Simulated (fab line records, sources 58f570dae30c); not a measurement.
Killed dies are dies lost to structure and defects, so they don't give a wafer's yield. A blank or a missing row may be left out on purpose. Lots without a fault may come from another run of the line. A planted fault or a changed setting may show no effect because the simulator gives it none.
A struck lot beside a sound one | flow berkeley_cmos170 | 19 steps out of a route of 331
Sound: wafers L327.1, L327.2, L327.4. Struck: wafers L336.1, L336.3, L336.6. The cause comes at the end.
At each step with rows: each side's tool, then ch and its chambers, then its first start. Under that, the readings that differ: sound wafers | struck wafers | difference of the means | sigmas: that difference in standard deviations of wafers without a fault.
alike: readings whose means differ by less than 2 such deviations, and words and numbers that are the same on both sides. not compared: withheld readings, readings that some wafer has no value for, bounds like >300 that may hide the same value, and numbers for which the record gives no deviation and whose values overlap.
The two part at a step that has a row with sigmas, a row that says differs or no value, or rows on one side only. Numbers that don't overlap but have no deviation are shown without sigmas and don't part them. A reading that every wafer of one side lacks parts them only if that side has two wafers or more.

UCB170_ZERO_STRIP_07: strips in O2.
  sound on plasma_asher-03 ch 0,1, day 2 14:23; struck on plasma_asher-03 ch 0,1, day 4 15:06
  alike: drypump_motor_current_A, oes_product_au, strip_time_to_endpoint_s
  not compared: rf_hours_counter_h
then, 2 steps without rows for these wafers: UCB170_NWELL_WET_ETCH_00 (etches SiO2 in dHF, time 200 s); UCB170_NWELL_OXIDATION_01 (target thk 26.4 nm, ox time 1260 s).
UCB170_NWELL_THK_MEAS_02:
  sound on film_metro-03, day 2 18:43; struck on film_metro-02, day 4 19:17
  alike: NWELL_OXIDE_THK
then, 2 steps without rows for these wafers: UCB170_NWELL_ANNEAL_03 (time 900 s); UCB170_NWELL_CVD_04 (deposits Si3N4 from SiH2Cl2/NH3, target thk 224 nm, time 3238 s).
UCB170_NWELL_THK_MEAS_05:
  sound on film_metro-01, day 3 01:40; struck on film_metro-02, day 5 01:05
  alike: NWELL_NITRIDE_THK
then, 5 steps without rows for these wafers: UCB170_NWELL_HMDS_06 (prime time 60 s); UCB170_NWELL_COAT_07 (resist thk 900 nm); UCB170_NWELL_SOFTBAKE_08 (time 60 s); UCB170_NWELL_EXPOSE_09 (exposes mask NWELL, target cd 3000 nm); UCB170_NWELL_PEB_10.
UCB170_NWELL_DEVELOP_11: develop time 45 s.
  sound on litho_track-04 ch 0, day 3 02:00; struck on litho_track-02 ch 0, day 5 02:00
  alike: resist_line_temp_C
UCB170_NWELL_OVL_MEAS_12:
  sound on overlay-02, day 3 02:50; struck on overlay-02, day 5 03:04
  alike: NWELL_OVL
UCB170_NWELL_ETCH_13: etches Si3N4 in CH3F/Ar/O2, stops on SiO2, target depth 246.4 nm, time 154 s.
  sound on rie_diel-04 ch 0,1,2, day 3 02:52; struck on rie_diel-01 ch 0,2,3, day 5 03:07
  reading                | sound          | struck         | difference | sigmas
  model.NWELL.cd_nm (nm) | 2999 2999 3000 | 2967 2968 2968 | -32        |
  alike: drypump_motor_current_A, oes_product_au, throttle_valve_pct
  not compared: rf_hours_counter_h
then, 1 step without rows for these wafers: UCB170_NWELL_IMPLANT_14.
UCB170_NWELL_STRIP_15: strips in O2.
  sound on plasma_asher-04 ch 0,1, day 3 03:07; struck on plasma_asher-03 ch 0,1, day 5 03:22
  alike: drypump_motor_current_A, oes_product_au, strip_time_to_endpoint_s
  not compared: rf_hours_counter_h
UCB170_NWELL_TW_MEAS_16:
  sound on film_metro-01, day 3 03:13; struck on film_metro-02, day 5 03:41
  reading  | sound          | struck      | difference | sigmas
  NWELL_TW | 1241 1238 1241 | 400 413 409 | -833       | -99 or more
  not compared: hold
then, 1 step without rows for these wafers: UCB170_M3_PROBE_99.

WHERE THEY PART
Only at UCB170_NWELL_TW_MEAS_16, within this record.

WHY: what the simulator had put in
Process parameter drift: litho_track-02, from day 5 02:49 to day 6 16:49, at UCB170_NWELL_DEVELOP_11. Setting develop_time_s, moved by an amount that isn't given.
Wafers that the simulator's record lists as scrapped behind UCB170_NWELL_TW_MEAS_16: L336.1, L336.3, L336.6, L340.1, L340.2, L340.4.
